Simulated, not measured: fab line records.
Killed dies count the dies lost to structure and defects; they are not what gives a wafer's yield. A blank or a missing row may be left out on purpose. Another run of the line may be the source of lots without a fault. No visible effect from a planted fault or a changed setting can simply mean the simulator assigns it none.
Which of the tools did it? / flow berkeley-cmos170 / Sampling: 14 lots, 42 wafers, 4 of 331 route steps

== WHAT THE GAUGES SHOWED, per wafer ==
UCB170_PWELL_THK_MEAS_06.
lot=L209; measured=day 3 09:47; on=film-metro-02; PWELL_NITRIDE_THK (nm)=208.7 207.8 208.5
lot=L210; measured=day 4 05:10; on=film-metro-02; PWELL_NITRIDE_THK (nm)=206.4 207.3 207.3
lot=L211; measured=day 4 21:52; on=film-metro-02; PWELL_NITRIDE_THK (nm)=203.7 204.7 204.4
lot=L213; measured=day 5 07:56; on=film-metro-02; PWELL_NITRIDE_THK (nm)=207.0 206.7 206.3
lot=L214; measured=day 5 07:56; on=film-metro-01; PWELL_NITRIDE_THK (nm)=210.0 210.0 209.5
lot=L216; measured=day 5 07:57; on=film-metro-04; PWELL_NITRIDE_THK (nm)=208.8 210.0 209.3
lot=L217; measured=day 6 04:50; on=film-metro-04; PWELL_NITRIDE_THK (nm)=213.3 213.3 212.5
lot=L221; measured=day 6 08:25; on=film-metro-01; PWELL_NITRIDE_THK (nm)=212.3 212.5 212.1
lot=L222; measured=day 6 08:25; on=film-metro-02; PWELL_NITRIDE_THK (nm)=209.5 207.9 207.1
lot=L219; measured=day 6 08:28; on=film-metro-02; PWELL_NITRIDE_THK (nm)=205.8 206.2 205.2
lot=L225; measured=day 6 19:47; on=film-metro-01; PWELL_NITRIDE_THK (nm)=212.0 212.6 210.3
lot=L228; measured=day 7 07:58; on=film-metro-04; PWELL_NITRIDE_THK (nm)=210.9 212.0 210.7
lot=L229; measured=day 7 20:14; on=film-metro-04; PWELL_NITRIDE_THK (nm)=213.5 213.9 213.0
lot=L231; measured=day 8 03:12; on=film-metro-04; PWELL_NITRIDE_THK (nm)=207.1 209.3 207.9

UCB170_FIELD_THK_MEAS_91.
lot=L209; measured=day 7 00:07; on=film-metro-01; FIELD_OXIDE_LEFT_2_THK (nm)=357 358 352
lot=L210; measured=day 7 14:10; on=film-metro-04; FIELD_OXIDE_LEFT_2_THK (nm)=341 330 340
lot=L211; measured=day 8 00:15; on=film-metro-02; FIELD_OXIDE_LEFT_2_THK (nm)=356 349 359
lot=L213; measured=day 8 11:38; on=film-metro-01; FIELD_OXIDE_LEFT_2_THK (nm)=362 356 361
lot=L214; measured=day 8 11:58; on=film-metro-02; FIELD_OXIDE_LEFT_2_THK (nm)=348 351 344
lot=L216; measured=day 8 11:47; on=film-metro-02; FIELD_OXIDE_LEFT_2_THK (nm)=365 358 362
lot=L217; measured=day 9 11:47; on=film-metro-04; FIELD_OXIDE_LEFT_2_THK (nm)=346 361 354
lot=L221; measured=day 9 12:34; on=film-metro-01; FIELD_OXIDE_LEFT_2_THK (nm)=346 346 348
lot=L222; measured=day 9 13:13; on=film-metro-02; FIELD_OXIDE_LEFT_2_THK (nm)=361 355 361
lot=L219; measured=day 9 12:04; on=film-metro-02; FIELD_OXIDE_LEFT_2_THK (nm)=354 358 363
lot=L225; measured=day 10 06:38; on=film-metro-01; FIELD_OXIDE_LEFT_2_THK (nm)=358 363 357
lot=L228; measured=day 10 07:26; on=film-metro-01; FIELD_OXIDE_LEFT_2_THK (nm)=341 339 343
lot=L229; measured=day 11 01:46; on=film-metro-01; FIELD_OXIDE_LEFT_2_THK (nm)=363 361 357
lot=L231; measured=day 11 01:23; on=film-metro-01; FIELD_OXIDE_LEFT_2_THK (nm)=365 366 367

UCB170_GATE_OVL_MEAS_13.
lot=L209; measured=day 7 11:22; on=overlay-01; GATE_OVL (nm)=-2 1 -1
lot=L210; measured=day 8 07:00; on=overlay-01; GATE_OVL (nm)=0 -5 -7
lot=L211; measured=day 8 14:53; on=overlay-01; GATE_OVL (nm)=8 4 -3
lot=L213; measured=day 9 05:12; on=overlay-01; GATE_OVL (nm)=2 -1 -3
lot=L214; measured=day 9 05:39; on=overlay-02; GATE_OVL (nm)=-2 -13 -4
lot=L216; measured=day 9 05:27; on=overlay-01; GATE_OVL (nm)=3 2 1
lot=L217; measured=day 10 01:37; on=overlay-01; GATE_OVL (nm)=-14 -13 -16
lot=L221; measured=day 10 01:22; on=overlay-02; GATE_OVL (nm)=-5 -13 -16
lot=L222; measured=day 10 02:41; on=overlay-01; GATE_OVL (nm)=-10 -15 -10
lot=L219; measured=day 10 02:26; on=overlay-01; GATE_OVL (nm)=-6 3 0
lot=L225; measured=day 10 16:37; on=overlay-01; GATE_OVL (nm)=-6 -3 -5
lot=L228; measured=day 10 16:53; on=overlay-01; GATE_OVL (nm)=-12 -11 -12
lot=L229; measured=day 11 20:10; on=overlay-01; GATE_OVL (nm)=-10 3 -6
lot=L231; measured=day 11 19:56; on=overlay-02; GATE_OVL (nm)=-3 -5 1

== EACH LOT AND THE TOOL THAT RAN IT (in order: tool; ch and the chambers of the sampled wafers; start) ==
lot=L209; UCB170_PWELL_IMPLANT_15=implanter-01 ch 0, day 3 11:34
lot=L210; UCB170_PWELL_IMPLANT_15=implanter-03 ch 0, day 4 06:20
lot=L211; UCB170_PWELL_IMPLANT_15=implanter-03 ch 0, day 4 23:16
lot=L213; UCB170_PWELL_IMPLANT_15=implanter-03 ch 0, day 5 09:27
lot=L214; UCB170_PWELL_IMPLANT_15=implanter-04 ch 0, day 5 09:36
lot=L216; UCB170_PWELL_IMPLANT_15=implanter-01 ch 0, day 5 09:45
lot=L217; UCB170_PWELL_IMPLANT_15=implanter-01 ch 0, day 6 06:16
lot=L221; UCB170_PWELL_IMPLANT_15=implanter-01 ch 0, day 6 10:50
lot=L222; UCB170_PWELL_IMPLANT_15=implanter-03 ch 0, day 6 10:39
lot=L219; UCB170_PWELL_IMPLANT_15=implanter-03 ch 0, day 6 10:56
lot=L225; UCB170_PWELL_IMPLANT_15=implanter-03 ch 0, day 6 21:54
lot=L228; UCB170_PWELL_IMPLANT_15=implanter-01 ch 0, day 7 09:02
lot=L229; UCB170_PWELL_IMPLANT_15=implanter-01 ch 0, day 7 22:43
lot=L231; UCB170_PWELL_IMPLANT_15=implanter-01 ch 0, day 8 04:35
- UCB170_PWELL_IMPLANT_15

== AS READ BY THE TOOLS THEMSELVES (means over the sampled wafers that have a number; for cases with no such wafer, the mark the record gives instead) ==
UCB170_PWELL_IMPLANT_15.
lot=L209 tool=implanter-01 beam-energy-keV=59.992
lot=L210 tool=implanter-03 beam-energy-keV=60.016
lot=L211 tool=implanter-03 beam-energy-keV=60.010
lot=L213 tool=implanter-03 beam-energy-keV=59.985
lot=L214 tool=implanter-04 beam-energy-keV=59.973
lot=L216 tool=implanter-01 beam-energy-keV=59.987
lot=L217 tool=implanter-01 beam-energy-keV=60.001
lot=L221 tool=implanter-01 beam-energy-keV=60.001
lot=L222 tool=implanter-03 beam-energy-keV=60.007
lot=L219 tool=implanter-03 beam-energy-keV=60.000
lot=L225 tool=implanter-03 beam-energy-keV=60.010
lot=L228 tool=implanter-01 beam-energy-keV=60.008
lot=L229 tool=implanter-01 beam-energy-keV=56.748
lot=L231 tool=implanter-01 beam-energy-keV=56.757

== THE ANSWER, worked out from the rows above alone ==
Rule: the usual values come from the lots themselves. The widest of any qualifying gaps counts: lots, ordered by their means at a reading, are off when they make up no more than a third of the lots, leave a main group of 4 or more, and stand apart from it by 3 or more times the standard deviation of that group's means. The tables above print the reading to a certain number of digits; a main group whose means all agree to those digits is not used. A lot without any number at a reading at which 4 lots or more have one is off too. The other lots that the step has rows for count as sound. First the gauges in route order, then the tools' own readings, where a lot's mean is used as printed above. The first step at which some lot is off is used, and at that step the reading that is off furthest; a lot without a number counts as furthest.
Off, at UCB170_PWELL_IMPLANT_15 on beam-energy-keV: L229, L231. The main group: mean 59.999, standard deviation 0.012.
If a tool, at that step or one of the process steps before it, ran each lot that is off and ran no sound lot following the first of them, it fits. One fits: implanter-01 at UCB170_PWELL_IMPLANT_15. Its last sound lot is L228 (day 7 09:02), its first lot that is off L229 (day 7 22:43): a fault that began between those two fits.
On the lots that are off, the tool's own readings at UCB170_PWELL_IMPLANT_15 differ by more than 5 times the standard deviation of the sound lots' means, which bears it out; beam-energy-keV reads 56.752 there versus 59.999 on the sound lots.

== WHAT THE SIMULATOR HAD PUT IN ==
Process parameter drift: implanter-01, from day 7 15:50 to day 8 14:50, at UCB170_PWELL_IMPLANT_15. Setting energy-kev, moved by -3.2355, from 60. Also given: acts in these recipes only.
Lots struck among those shown: L229, L231. The rule above found the same.
